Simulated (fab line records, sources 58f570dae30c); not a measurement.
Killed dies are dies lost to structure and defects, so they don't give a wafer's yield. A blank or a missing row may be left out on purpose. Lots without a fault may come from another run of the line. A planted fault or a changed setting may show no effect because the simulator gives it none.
Split-lot experiment | flow berkeley_cmos170 | 5 lots, 23 wafers read, on a route of 331 steps

THE SPLIT
At UCB170_ZERO_COAT_01 (resist thk 900 nm), the setting spin_rpm was moved away from the recipe's 1500 rpm on 8 of the 23 wafers read, by -5.2% to +5.7%. The other wafers ran this setting at the recipe's value.

The reading is taken at the split's own step.

THE READING
KrF_of_ZERO_COAT_01.thk_nm (the simulator's own value, which no gauge read), in nm, at UCB170_ZERO_COAT_01 (resist thk 900 nm). The file gives no usual value for it. The 15 wafers here that ran the recipe average 901.5 nm, standard deviation 3.3 nm.

wafer  | tool, chamber at the split | spin_rpm as run, rpm | against the recipe | KrF_of_ZERO_COAT_01.thk_nm, nm | against lot-mates on the recipe
L074.2 | litho_track-03, 0          | 1586                 | +5.7%              | 875.8                          | -26.0
L074.3 | litho_track-03, 0          | 1586                 | +5.7%              | 876.4                          | -25.4
L074.4 | litho_track-03, 0          | 1500                 | recipe             | 900.5                          | -
L074.5 | litho_track-03, 0          | 1586                 | +5.7%              | 878.1                          | -23.6
L074.6 | litho_track-03, 0          | 1500                 | recipe             | 903                            | -
L075.2 | litho_track-04, 0          | 1500                 | recipe             | 906.6                          | -
L075.3 | litho_track-04, 0          | 1578                 | +5.2%              | 884.4                          | -23.2
L075.4 | litho_track-04, 0          | 1500                 | recipe             | 908.6                          | -
L075.5 | litho_track-04, 0          | 1578                 | +5.2%              | 884.9                          | -22.7
L075.6 | litho_track-04, 0          | 1578                 | +5.2%              | 884.6                          | -23.0
L077.3 | litho_track-02, 0          | 1500                 | recipe             | 899.8                          | -
L077.4 | litho_track-02, 0          | 1500                 | recipe             | 896.4                          | -
L077.5 | litho_track-02, 0          | 1500                 | recipe             | 899.4                          | -
L080.1 | litho_track-03, 0          | 1500                 | recipe             | 898.8                          | -
L080.2 | litho_track-03, 0          | 1500                 | recipe             | 899                            | -
L080.3 | litho_track-03, 0          | 1500                 | recipe             | 898.1                          | -
L080.4 | litho_track-03, 0          | 1500                 | recipe             | 900.1                          | -
L080.5 | litho_track-03, 0          | 1500                 | recipe             | 900.4                          | -
L082.1 | litho_track-03, 0          | 1500                 | recipe             | 904.1                          | -
L082.2 | litho_track-03, 0          | 1500                 | recipe             | 904.9                          | -
L082.3 | litho_track-03, 0          | 1422                 | -5.2%              | 928                            | +23.9
L082.5 | litho_track-03, 0          | 1422                 | -5.2%              | 925.9                          | +21.8
L082.6 | litho_track-03, 0          | 1500                 | recipe             | 903.2                          | -

THE FIT
A straight line over all 23 wafers: KrF_of_ZERO_COAT_01.thk_nm changes by -4.16 nm for each +1% of spin_rpm; r = -0.97; the points scatter about the line by 3.5 nm.
The same after taking each lot's own level away (the mean of its wafers on the recipe; 23 wafers): -4.39 nm for each +1%; r = -1.00; scatter 1 nm.
On that fit, the largest move of spin_rpm shifts the reading by 25 nm.
The lots' own levels span 898.53 to 907.60 nm, that is 2.8 times the standard deviation above.
So the lot-to-lot level changes the slope little: the two slopes agree.
Check: with one of the wafers moved furthest among these (+5.7%) left out of the fit, the line predicts -25 nm for it against its lot-mates. It came out at -26 nm against them.

OTHER SPLITS ON THESE WAFERS
These wafers also went through other splits before the reading. Each is held against what the fit with the lots' levels taken away leaves over:
other split on the same wafers      | wafers away from the commonest value | r with KrF_of_ZERO_COAT_01.thk_nm (lot level and that fit taken away)
UCB170_START_OXIDATION_02 ox_time_s | 10                                   | +0.06

THE WHOLE CHAIN: every reading that the file lists as answering this split, in the file's order
step                 | what it does      | reading                                                                     | change (the file's fit)              | r (the file's)
UCB170_ZERO_COAT_01  | resist thk 900 nm | KrF_of_ZERO_COAT_01.thk_nm (the simulator's own value, which no gauge read) | -4.38 nm for each +1% of the setting | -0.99
UCB170_ZERO_STRIP_07 | strips in O2      | strip_time_to_endpoint_s                                                    | withheld for each +1% of the setting | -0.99

THE FILE'S OWN FIT
KrF_of_ZERO_COAT_01.thk_nm changes by -4.38 nm for each +1% of spin_rpm, r = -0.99.
